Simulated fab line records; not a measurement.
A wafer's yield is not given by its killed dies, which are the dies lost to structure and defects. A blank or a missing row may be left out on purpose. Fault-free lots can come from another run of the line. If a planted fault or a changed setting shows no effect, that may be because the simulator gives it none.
Which tool is to blame? ; flow ritCmos ; Sampling: 14 lots, 42 wafers, 5 of 202 route steps

## WHAT THE GAUGES READ, wafer by wafer
RIT_ACTIVE_THK_MEAS_02. Usual: ACTIVE_OXIDE_THK gives 46.8 nm (standard deviation 1.1).
lot;measured;on;ACTIVE_OXIDE_THK (nm);flag
L108;day 1 17:04;filmMetro-04;45.9 45.6 45.0;
L109;day 1 22:51;filmMetro-01;45.6 46.8 46.5;
L110;day 2 04:55;filmMetro-04;50.7 51.4 52.1 50.8 51.5 52.1;OFF
L111;day 2 09:31;filmMetro-04;53.8 54.0 53.5 53.8 54.0 53.4;OFF
L119;day 4 00:52;filmMetro-01;45.8 46.1 46.1;
L120;day 4 05:03;filmMetro-01;45.1 45.6 45.4;
L121;day 4 10:04;filmMetro-01;45.8 46.0 45.2;
L122;day 4 16:00;filmMetro-01;46.6 45.7 46.6;
L124;day 5 01:03;filmMetro-04;47.0 47.7 47.0;
L125;day 5 06:03;filmMetro-04;46.2 46.5 47.5;
L126;day 5 11:04;filmMetro-02;48.0 48.7 48.3;
L128;day 5 21:49;filmMetro-02;45.6 46.5 46.2;
L129;day 6 02:04;filmMetro-02;46.0 46.3 46.1;
L130;day 6 07:03;filmMetro-01;47.0 47.5 46.6;

RIT_ACTIVE_THK_MEAS_04. Usual: ACTIVE_NITRIDE_THK gives 149.2 nm (standard deviation 1.5).
lot;measured;on;ACTIVE_NITRIDE_THK (nm);flag
L108;day 1 18:32;filmMetro-02;148.2 147.9 148.2;
L109;day 2 00:20;filmMetro-04;149.5 149.3 150.1;
L110;day 2 09:34;filmMetro-04;147.2 147.5 148.0;
L111;day 2 14:22;filmMetro-04;147.1 147.0 146.0;
L119;day 4 02:20;filmMetro-04;151.7 151.3 150.2;
L120;day 4 06:32;filmMetro-04;145.2 147.5 147.4;
L121;day 4 11:33;filmMetro-04;149.5 150.3 150.4;
L122;day 4 18:11;filmMetro-02;149.5 151.2 150.8;
L124;day 5 02:32;filmMetro-01;148.9 147.2 148.7;
L125;day 5 07:32;filmMetro-04;149.2 150.3 150.6;
L126;day 5 12:32;filmMetro-02;152.1 151.5 151.6;
L128;day 5 23:17;filmMetro-02;148.5 147.7 147.9;
L129;day 6 03:32;filmMetro-04;149.2 147.9 147.3;
L130;day 6 08:32;filmMetro-01;148.7 148.4 149.9;

RIT_NRETRO_TW_MEAS_10. Usual: NRETRO_TW gives 1069 (standard deviation 10).
lot;measured;on;NRETRO_TW;flag
L108;day 2 13:11;filmMetro-04;1077 1080 1076;
L109;day 2 16:41;filmMetro-04;1070 1074 1076;
L110;day 3 06:37;filmMetro-02;1081 1074 1078;
L111;day 3 10:12;filmMetro-04;1066 1070 1071;
L119;day 4 19:21;filmMetro-01;1050 1049 1049;
L120;day 5 00:34;filmMetro-04;1082 1072 1074;
L121;day 5 05:24;filmMetro-01;1051 1048 1054;
L122;day 5 10:53;filmMetro-02;1068 1067 1072;
L124;day 5 18:26;filmMetro-02;1067 1073 1070;
L125;day 6 00:31;filmMetro-01;1052 1057 1048;
L126;day 6 05:44;filmMetro-04;1073 1084 1071;
L128;day 6 15:39;filmMetro-04;1068 1074 1077;
L129;day 6 20:31;filmMetro-01;1054 1055 1052;
L130;day 7 00:26;filmMetro-01;1044 1050 1047;

## WHICH TOOL RAN EACH LOT (tool, then ch and the chambers of the sampled wafers, then the start)
lot;RIT_ACTIVE_OXIDATION_01;RIT_NWELL_STRIP_09
L108;furnace-04 ch 0, day 1 15:07;plasmaAsher-04 ch 0,1, day 2 04:16
L109;furnace-04 ch 0, day 1 20:55;plasmaAsher-03 ch 0,1, day 2 07:37
L110;furnace-04 ch 0, day 2 02:58;plasmaAsher-01 ch 0,1, day 2 19:56
L111;furnace-04 ch 0, day 2 07:34;plasmaAsher-01 ch 0,1, day 3 00:04
L119;furnace-03 ch 0, day 3 22:55;plasmaAsher-03 ch 0,1, day 4 09:59
L120;furnace-01 ch 0, day 4 03:07;plasmaAsher-04 ch 0,1, day 4 15:58
L121;furnace-01 ch 0, day 4 08:07;plasmaAsher-04 ch 0,1, day 4 20:49
L122;furnace-01 ch 0, day 4 14:04;plasmaAsher-03 ch 0,1, day 5 02:02
L124;furnace-03 ch 0, day 4 23:07;plasmaAsher-01 ch 0,1, day 5 09:50
L125;furnace-03 ch 0, day 5 04:07;plasmaAsher-01 ch 0,1, day 5 14:56
L126;furnace-04 ch 0, day 5 09:07;plasmaAsher-01 ch 0,1, day 5 20:20
L128;furnace-01 ch 0, day 5 19:53;plasmaAsher-03 ch 0,1, day 6 06:35
L129;furnace-04 ch 0, day 6 00:07;plasmaAsher-01 ch 0,1, day 6 11:02
L130;furnace-03 ch 0, day 6 05:07;plasmaAsher-04 ch 0,1, day 6 15:39
- RIT_ACTIVE_OXIDATION_01: target thk 46.8 nm, ox time 3360 s.
- RIT_NWELL_STRIP_09: strips in O2, time 180 s.

## WHAT THE TOOLS THEMSELVES READ (means of the sampled wafers that have a number; where no wafer has one, the mark that the record gives instead)
RIT_ACTIVE_OXIDATION_01. Usual: oxTempC 1000.0 C, standard deviation 0.4; spikeTcSourceC 1023.8 C, standard deviation 2.1; tubeCenterTempC 999.99 C, standard deviation 0.09; zonePowerLoadPct 34.2 %, standard deviation 1.7.
lot;tool;oxTempC (C);spikeTcSourceC (C);tubeCenterTempC (C);zonePowerLoadPct (%);flag
L108;furnace-04;1000.1;1026.1;1000.10;33.7;
L109;furnace-04;999.5;1024.9;1000.06;33.9;
L110;furnace-04;1000.4;1026.6;1000.06;33.9;
L111;furnace-04;1000.6;1026.7;999.97;33.9;
L119;furnace-03;999.7;1021.9;999.96;36.3;
L120;furnace-01;999.9;1022.8;1000.02;32.1;
L121;furnace-01;1000.7;1023.5;999.96;31.8;
L122;furnace-01;1000.0;1023.6;1000.17;31.9;
L124;furnace-03;1000.0;1021.7;999.96;35.9;
L125;furnace-03;999.8;1021.0;999.95;36.2;
L126;furnace-04;999.8;1025.4;1000.00;34.0;
L128;furnace-01;1000.0;1023.7;1000.07;32.1;
L129;furnace-04;1000.3;1026.6;999.88;33.9;
L130;furnace-03;1000.1;1021.5;999.94;36.2;

RIT_NWELL_STRIP_09. Usual: drypumpMotorCurrentA 5.6 A, standard deviation 0.37; o2FlowSccm 4000 sccm, standard deviation 12.
lot;tool;drypumpMotorCurrentA (A);o2FlowSccm (sccm);flag
L108;plasmaAsher-04;5.4;3989;
L109;plasmaAsher-03;5.7;4007;
L110;plasmaAsher-01;5.7;4002;
L111;plasmaAsher-01;5.3;3999;
L119;plasmaAsher-03;5.7;4012;
L120;plasmaAsher-04;5.4;4002;
L121;plasmaAsher-04;5.4;3980;
L122;plasmaAsher-03;5.7;4009;
L124;plasmaAsher-01;5.7;3990;
L125;plasmaAsher-01;5.3;4019;
L126;plasmaAsher-01;5.7;3995;
L128;plasmaAsher-03;5.7;3997;
L129;plasmaAsher-01;5.7;4001;
L130;plasmaAsher-04;5.7;4001;

## THE ANSWER, worked out from the rows above alone
Rule: a lot counts as off when the mean over its wafers that have a number is more than 3 standard deviations away from the usual mean. Also off: a lot with no number at a reading for which 4 or more lots have one. The other lots that the step has rows for count as sound. After the gauges, taken in route order, come the tools' own readings; for these a lot's mean is taken, as printed above. The first step at which some lot is off is used, and at that step the reading that is off furthest; a lot without a number counts as furthest.
Off: at RIT_ACTIVE_THK_MEAS_02 (ACTIVE_OXIDE_THK), L110, L111.
If a tool, at a process step before that reading, ran all the lots that are off and no sound lot after the first of them, it fits. Gauges at RIT_ACTIVE_THK_MEAS_02: tried the same way as those tools. None of those tried fits.

## WHAT THE SIMULATOR PUT IN
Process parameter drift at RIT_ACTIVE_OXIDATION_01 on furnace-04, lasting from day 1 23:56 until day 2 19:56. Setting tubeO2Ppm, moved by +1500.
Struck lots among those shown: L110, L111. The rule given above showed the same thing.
